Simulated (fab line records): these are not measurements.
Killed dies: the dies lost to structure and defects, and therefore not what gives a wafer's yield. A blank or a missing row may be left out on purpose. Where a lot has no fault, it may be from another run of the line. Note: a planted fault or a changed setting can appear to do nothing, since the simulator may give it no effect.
fab line records	flow rit-cmos
record lots=6	wafers=18	last-day=7
route steps=202 shown PWELL@49 WELLDRIVE@50 NWELL@51 NRETRO@53 PRETRO@64 M1@202
lots that met no fault: taken from a fault-free run of the same line
start-h: hours from the record's first day to the start of the lot's first wafer shown	wait-h: hours elapsed since this lot's preceding step	" identical to the entry in the row above	L1.1+2: a single row standing in for several wafers	- value missing, or start not given	* or withheld: withheld	< > ~ a bound
route shown NAME@n: a module of which the file shows steps, and the number in the route of the first	usual: the fault-free wafers' mean and standard deviation	same: alike in all rows	chamber/n: place in a boat	sites: readings site by site	_std_site: their standard deviation	_edge_site: inner sites' mean taken away from outer sites' mean	radius-mm: for every site, how far away it sits from the centre of the wafer	mask NAME#n: copy n	behind: the tool/chamber that last shaped the wafer	hold: cause of the lot's hold/its duration in hours/its outcome	device: the transistor (n, p or np) that didn't switch	end of line: the route-end tests of the same wafers	a step without rows: its recipe alone	killed: count of dies lost to structure and defects at first sort (not the wafer's yield)	map: the dies of a wafer, with x for killed, . for not killed, _ for no die there
set.NAME: the setting the step ran with; set.NAME@STEP: the setting that earlier step ran with	model.NAME: the simulator's own value behind a step, which no gauge read
lots seen at some steps along the route; tables by step, rows by wafer
services: the hour from which a tool's chamber was out of use, counted from the record's first day as start-h (under 0 if before that day), plus the number of hours and why
## steps
# step RIT_PWELL_TW_MEAS_10
# usual PWELL_TW=953/9.5
lot.wafer	tool	chamber	start-h	wait-h	PWELL_TW
L146.3	film-metro-02	-	25.37	0.1	950
L146.5	"	-	"	"	947
L146.6	"	-	"	"	949
L152.2	film-metro-04	-	54.57	0.1	960
L152.4	"	-	"	"	964
L152.6	"	-	"	"	966
L159.2	film-metro-02	-	90.82	0.1	935
L159.4	"	-	"	"	935
L159.5	"	-	"	"	940
L160.1	film-metro-04	-	95.92	0.1	958
L160.5	"	-	"	"	954
L160.6	"	-	"	"	949
L161.3	film-metro-02	-	100.70	0.1	948
L161.5	"	-	"	"	948
L161.6	"	-	"	"	954
L167.2	film-metro-01	-	130.10	0.1	949
L167.3	"	-	"	"	954
L167.4	"	-	"	"	952
# step RIT_WELLDRIVE_ANNEAL_00
# recipe temp-c=1100	time-s=14700	ambient=N2
# step RIT_WELLDRIVE_RS_MEAS_01
# recipe thk-meas-gauge=four-point-probe
# usual NWELL_RS=275.2/0.69
lot.wafer	tool	chamber	start-h	wait-h	NWELL_RS[ohm/sq]
L146.3	film-metro-04	-	31.04	0.0	275.2
L146.5	"	-	"	"	275.8
L146.6	"	-	"	"	275.1
L152.2	film-metro-02	-	61.92	0.0	275.3
L152.4	"	-	"	"	274.5
L152.6	"	-	"	"	276.2
L159.2	film-metro-02	-	97.20	0.0	274.7
L159.4	"	-	"	"	274.4
L159.5	"	-	"	"	274.2
L160.1	film-metro-01	-	102.14	0.0	274.2
L160.5	"	-	"	"	274.5
L160.6	"	-	"	"	275.2
L161.3	film-metro-04	-	106.18	0.0	274.7
L161.5	"	-	"	"	276.4
L161.6	"	-	"	"	275.9
L167.2	film-metro-02	-	135.34	0.0	276.6
L167.3	"	-	"	"	276.8
L167.4	"	-	"	"	276.0
# step RIT_WELLDRIVE_RS_MEAS_02
# recipe thk-meas-gauge=four-point-probe
# usual PWELL_RS=429.6/1.4
lot.wafer	tool	chamber	start-h	wait-h	PWELL_RS[ohm/sq]
L146.3	film-metro-04	-	31.16	0.1	428.6
L146.5	"	-	"	"	430.2
L146.6	"	-	"	"	429.0
L152.2	film-metro-02	-	62.04	0.1	429.1
L152.4	"	-	"	"	428.3
L152.6	"	-	"	"	427.9
L159.2	film-metro-02	-	97.32	0.1	429.7
L159.4	"	-	"	"	427.6
L159.5	"	-	"	"	429.4
L160.1	film-metro-01	-	102.26	0.1	429.7
L160.5	"	-	"	"	430.0
L160.6	"	-	"	"	430.0
L161.3	film-metro-04	-	106.30	0.1	431.8
L161.5	"	-	"	"	430.1
L161.6	"	-	"	"	429.9
L167.2	film-metro-02	-	135.46	0.1	429.2
L167.3	"	-	"	"	429.6
L167.4	"	-	"	"	429.2
# step RIT_NRETRO_HMDS_00
# recipe prime-time-s=60	prime-temp-c=140
# step RIT_NRETRO_COAT_01
# recipe resist=NOVOLAK	spin-rpm=2000	resist-thk-nm=1300
# step RIT_NRETRO_SOFTBAKE_02
# recipe resist=NOVOLAK	temp-c=90	time-s=60
# step RIT_NRETRO_EXPOSE_03
# recipe mask-id=M4	na=0.57	target-cd-nm=43900	dose-mj=250
# step RIT_NRETRO_PEB_04
# recipe resist=NOVOLAK	temp-c=withheld	time-s=withheld
# step RIT_NRETRO_DEVELOP_05
# recipe resist=NOVOLAK	develop-time-s=68	dev-temp-c=23
# step RIT_NRETRO_OVL_MEAS_06
# usual NRETRO_OVL=0.1/1.3
lot.wafer	tool	chamber	start-h	wait-h	NRETRO_OVL[nm]
L146.3	overlay-01	-	32.14	-	0.1
L146.5	"	-	"	"	1.0
L146.6	"	-	"	"	1.3
L152.2	overlay-01	-	63.15	-	-0.6
L152.4	"	-	"	"	-0.3
L152.6	"	-	"	"	-1.5
L159.2	overlay-02	-	98.31	-	-1.2
L159.4	"	-	"	"	0.3
L159.5	"	-	"	"	0.6
L160.1	overlay-01	-	103.59	-	2.2
L160.5	"	-	"	"	2.2
L160.6	"	-	"	"	1.3
L161.3	overlay-01	-	107.40	-	-0.2
L161.5	"	-	"	"	-0.1
L161.6	"	-	"	"	1.1
L167.2	overlay-02	-	136.63	-	0.1
L167.3	"	-	"	"	0.8
L167.4	"	-	"	"	0.3
# step RIT_NRETRO_HARDBAKE_07
# recipe resist=NOVOLAK	temp-c=140	time-s=120
# step RIT_NRETRO_IMPLANT_08
# recipe species=P	energy-kev=70	dose-cm2=1e+13	tilt-deg=7
# usual dose-ions-cm2=1.0002e+13/1.1e+10	faraday-current-uA=31.8/0.65
lot.wafer	tool	chamber	start-h	wait-h	dose-ions-cm2	faraday-current-uA
L146.3	implanter-01	0	32.46	0.2	1.0005e+13	31.0
L146.5	"	0	"	"	9.995e+12	31.7
L146.6	"	0	"	"	1.0017e+13	31.1
L152.2	implanter-03	0	63.45	0.2	1.0003e+13	30.9
L152.4	"	0	"	"	1.0004e+13	31.6
L152.6	"	0	"	"	1.0002e+13	32.3
L159.2	implanter-03	0	98.61	0.2	1.6965e+13	54.0
L159.4	"	0	"	"	1.6957e+13	52.8
L159.5	"	0	"	"	1.6946e+13	54.4
L160.1	implanter-03	0	103.88	0.2	1.6953e+13	56.2
L160.5	"	0	"	"	1.6947e+13	53.7
L160.6	"	0	"	"	1.6947e+13	54.4
L161.3	implanter-01	0	107.73	0.2	1.0003e+13	32.3
L161.5	"	0	"	"	1.0013e+13	31.1
L161.6	"	0	"	"	9.999e+12	33.0
L167.2	implanter-01	0	137.18	0.2	1.0005e+13	31.2
L167.3	"	0	"	"	1.0013e+13	32.0
L167.4	"	0	"	"	9.991e+12	31.7
# step RIT_NRETRO_STRIP_09
# recipe chemistry=O2	time-s=180	resist=NOVOLAK	platen-temp-c=withheld	power-w=500	pressure-mtorr=4000	o2-flow-sccm=4000
# usual drypump-motor-current-A=5.7/0.58
lot.wafer	tool	chamber	start-h	wait-h	drypump-motor-current-A	rf-hours-counter-h
L146.3	plasma-asher-01	0	32.62	0.1	5.6	-
L146.5	"	0	"	"	5.6	-
L146.6	"	1	"	"	6.1	-
L152.2	plasma-asher-02	0	63.58	0.1	6.5	44
L152.4	"	0	"	"	6.5	-
L152.6	"	0	"	"	6.5	-
L159.2	plasma-asher-02	0	98.74	0.1	6.5	47
L159.4	"	1	"	"	5.1	-
L159.5	"	0	"	"	6.5	-
L160.1	plasma-asher-04	1	104.03	0.1	5.1	48
L160.5	"	0	"	"	5.7	-
L160.6	"	1	"	"	5.1	-
L161.3	plasma-asher-04	1	107.88	0.1	5.1	-
L161.5	"	1	"	"	5.1	-
L161.6	"	0	"	"	5.7	-
L167.2	plasma-asher-04	0	137.30	0.1	5.7	2
L167.3	"	0	"	"	5.7	-
L167.4	"	1	"	"	5.1	-
# step RIT_NRETRO_TW_MEAS_10
# usual NRETRO_TW=1052/8
lot.wafer	tool	chamber	start-h	wait-h	NRETRO_TW
L146.3	film-metro-01	-	32.76	0.1	1046
L146.5	"	-	"	"	1050
L146.6	"	-	"	"	1048
L152.2	film-metro-03	-	63.76	0.1	1048
L152.4	"	-	"	"	1041
L152.6	"	-	"	"	1046
L159.2	film-metro-01	-	98.92	0.1	1251
L159.4	"	-	"	"	1251
L159.5	"	-	"	"	1240
L160.1	film-metro-04	-	104.21	0.1	1263
L160.5	"	-	"	"	1258
L160.6	"	-	"	"	1255
L161.3	film-metro-04	-	108.02	0.1	1067
L161.5	"	-	"	"	1061
L161.6	"	-	"	"	1068
L167.2	film-metro-03	-	137.49	0.1	1055
L167.3	"	-	"	"	1059
L167.4	"	-	"	"	1059
# step RIT_PRETRO_HMDS_00
# recipe prime-time-s=60	prime-temp-c=140
# step RIT_M1_PROBE_99
# usual killed-at-front-end=7/3	killed-dies=7/3	killed-open=3.3/1.8	killed-short=3.3/2.2
# same gross-dies=264	killed_at_M0_to_M3=0	killed_at_M4_up=0	killed-at-back-side=0	killed-at-contacts=0	killed-at-other=0
lot.wafer	tool	chamber	start-h	wait-h	killed-at-front-end	killed-dies	killed-open	killed-short	model.etest.pmos_0p3.r-on-ohm-um	model.etest.pmos-turned.r-on-ohm-um	model.etest.pmos_0p15.r-on-ohm-um	model.etest.pmos_0p15.drive-ua-um	model.etest.pmos-turned.drive-ua-um	model.etest.pmos-narrow.drive-ua-um	model.etest.pmos_0p3.drive-ua-um	model.etest.well-edge-left.line-ohm-um
L146.3	prober-01	-	63.80	0.2	7	7	2	5	6138	3420	2701	264.5	190.1	105.4	104.9	181.5
L146.5	prober-01	-	63.90	0.2	8	8	5	3	6058	3358	2696	269.1	194.5	110.7	108.1	181.9
L146.6	prober-01	-	63.95	0.2	5	5	4	1	6128	3463	2742	259	184.5	104.9	104.3	182.2
L152.2	prober-01	-	100.82	0.1	8	8	4	4	6470	3615	2924	239.5	176.3	95.2	96.29	183.4
L152.4	prober-01	-	100.92	0.2	8	8	1	7	6536	3560	2889	239.3	181.4	94.92	95.63	183.6
L152.6	prober-01	-	101.02	0.2	4	4	3	1	6619	3649	2935	233	176.4	91.86	93.86	183.7
L159.2	prober-01	-	129.98	0.1	5	5	2	3	6995	3968	3101	212.4	149.8	81.91	82.6	170.4
L159.4	prober-01	-	130.08	0.2	3	3	2	1	7124	4010	3180	205.8	148.3	80.08	80.45	172.2
L159.5	prober-01	-	130.13	0.2	5	5	3	2	7072	3977	3106	212.2	149.2	80.91	82.36	170.7
L160.1	prober-02	-	134.69	0.1	8	8	3	5	7083	3958	3075	211.5	149.1	80.82	80.95	171
L160.5	prober-02	-	134.89	0.2	6	6	4	2	7238	4014	3148	208.5	146.4	78.61	78.89	170.9
L160.6	prober-02	-	134.94	0.2	8	8	5	3	6973	3775	3000	223.3	160.5	82.98	82.81	174.3
L161.3	prober-01	-	140.58	0.2	3	3	2	1	6379	3423	2703	258	188.2	103.1	99.03	179.4
L161.5	prober-01	-	140.68	0.2	5	5	4	1	6416	3435	2739	257.3	188.1	99.19	96.61	182.6
L161.6	prober-01	-	140.73	0.2	3	3	2	1	6465	3519	2816	247.9	183.1	99.28	95.58	184.5
L167.2	prober-02	-	167.57	0.1	5	5	2	3	6078	3298	2670	272.6	200.6	108.9	107.6	179.9
L167.3	prober-02	-	167.62	0.2	5	5	4	1	6100	3281	2664	268.8	203.5	107.4	105.1	177.4
L167.4	prober-02	-	167.67	0.2	8	8	3	5	6072	3356	2714	266.1	198.7	107.6	106.3	182
# killed by level:class
L146.3 GATE:geometric-particle:short=3 FOX1:geometric-particle:short=1 GATE:geometric-particle:open=1 SILICIDE:geometric-particle:open=1 SILICIDE:geometric-particle:short=1
L146.5 GATE:geometric-particle:open=3 GATE:geometric-particle:short=2 FOX2:geometric-particle:open=1 SPACER:geometric-particle:open=1 SPACER:geometric-particle:short=1
L146.6 GATE:geometric-particle:open=2 SPACER:geometric-particle:open=2 FOX2:geometric-particle:short=1
L152.2 GATE:geometric-particle:short=3 FOX1:geometric-particle:open=2 FOX1:geometric-particle:short=1 GATE:geometric-particle:open=1 SPACER:geometric-particle:open=1
L152.4 FOX1:geometric-particle:short=3 SPACER:geometric-particle:short=2 FOX1:geometric-particle:open=1 FOX2:geometric-particle:short=1 SILICIDE:geometric-particle:short=1
L152.6 GATE:geometric-particle:open=1 SPACER:geometric-particle:short=1 SPACER:geometric-particle:open=1 SILICIDE:geometric-particle:open=1
L159.2 GATE:geometric-particle:short=1 GATE:geometric-particle:open=1 REOX:geometric-particle:short=1 REOX:geometric-particle:open=1 SPACER:geometric-particle:short=1
L159.4 GATE:geometric-particle:open=1 SPACER:geometric-particle:open=1 SPACER:geometric-particle:short=1
L159.5 REOX:geometric-particle:open=2 FOX1:geometric-particle:short=1 GATE:geometric-particle:open=1 SILICIDE:geometric-particle:short=1
L160.1 FOX1:geometric-particle:short=3 FOX2:geometric-particle:open=1 FOX2:geometric-particle:short=1 GATE:geometric-particle:open=1 REOX:geometric-particle:short=1 SILICIDE:geometric-particle:open=1
L160.5 GATE:geometric-particle:open=3 FOX1:geometric-particle:short=1 SPACER:geometric-particle:short=1 SPACER:geometric-particle:open=1
L160.6 FOX1:geometric-particle:open=2 GATE:geometric-particle:open=2 FOX1:geometric-particle:short=1 FOX2:geometric-particle:short=1 SPACER:geometric-particle:short=1 FOX2:geometric-particle:open=1
L161.3 GATE:geometric-particle:open=1 REOX:geometric-particle:open=1 SPACER:geometric-particle:short=1
L161.5 REOX:geometric-particle:open=3 FOX2:geometric-particle:open=1 GATE:geometric-particle:short=1
L161.6 GATE:geometric-particle:open=2 REOX:geometric-particle:short=1
L167.2 GATE:geometric-particle:short=2 GATE:geometric-particle:open=2 FOX1:geometric-particle:short=1
L167.3 SILICIDE:geometric-particle:open=3 SPACER:geometric-particle:open=1 SILICIDE:geometric-particle:short=1
L167.4 SILICIDE:geometric-particle:short=4 GATE:geometric-particle:open=2 REOX:geometric-particle:short=1 SPACER:geometric-particle:open=1
## services
tool	chamber	start-h	hours	kind
implanter-03	-	18.40	1.7	repair
implanter-03	-	46.58	2.2	pm
implanter-01	-	52.60	4.1	repair
implanter-03	-	89.53	3.3	repair
implanter-01	-	103.66	2.6	repair
implanter-03	-	106.42	7.0	repair
plasma-asher-04	-	108.75	9.0	pm
plasma-asher-04	0	108.75	9.0	vent-cycle
plasma-asher-04	1	108.75	9.0	vent-cycle
plasma-asher-04	0	117.75	-	clean
plasma-asher-04	1	117.75	-	clean
## key
first-sign step=RIT_NRETRO_IMPLANT_08	reading=dose-ions-cm2	direction=up	sigmas=99+	usual=1.0002e+13	struck=1.6952e+13
effect step=RIT_NRETRO_IMPLANT_08	reading=faraday-current-uA	direction=up	sigmas=35	usual=31.8	struck=54.2
effect step=RIT_NRETRO_TW_MEAS_10	reading=NRETRO_TW	direction=up	sigmas=25	usual=1052	struck=1253
model-effect step=RIT_M1_PROBE_99	value=etest.pmos_0p3.r-on-ohm-um	without=6359	struck=7081
met-at RIT_NRETRO_IMPLANT_08
struck-wafers L159.2,L159.4,L159.5,L160.1,L160.5,L160.6
tester-left-out L159,L160
onset-between 63.45 98.61
fault kind=process-parameter-drift	tool=implanter-03	chamber=-	onset-h=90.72	steps=RIT_NRETRO_IMPLANT_08	channel=dose-cm2	offset=6.9546e+12	shape=step	end-h=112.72	acts-in=these-recipes-only	stated=1e+13
# tester-left-out: of these lots the tester's yield and bins aren't shown, on N5 and GAA mostly nor the transistor test; their killed dies are dies lost to structure and defects alone, not to doping, threshold or leakage, so they don't give the yield
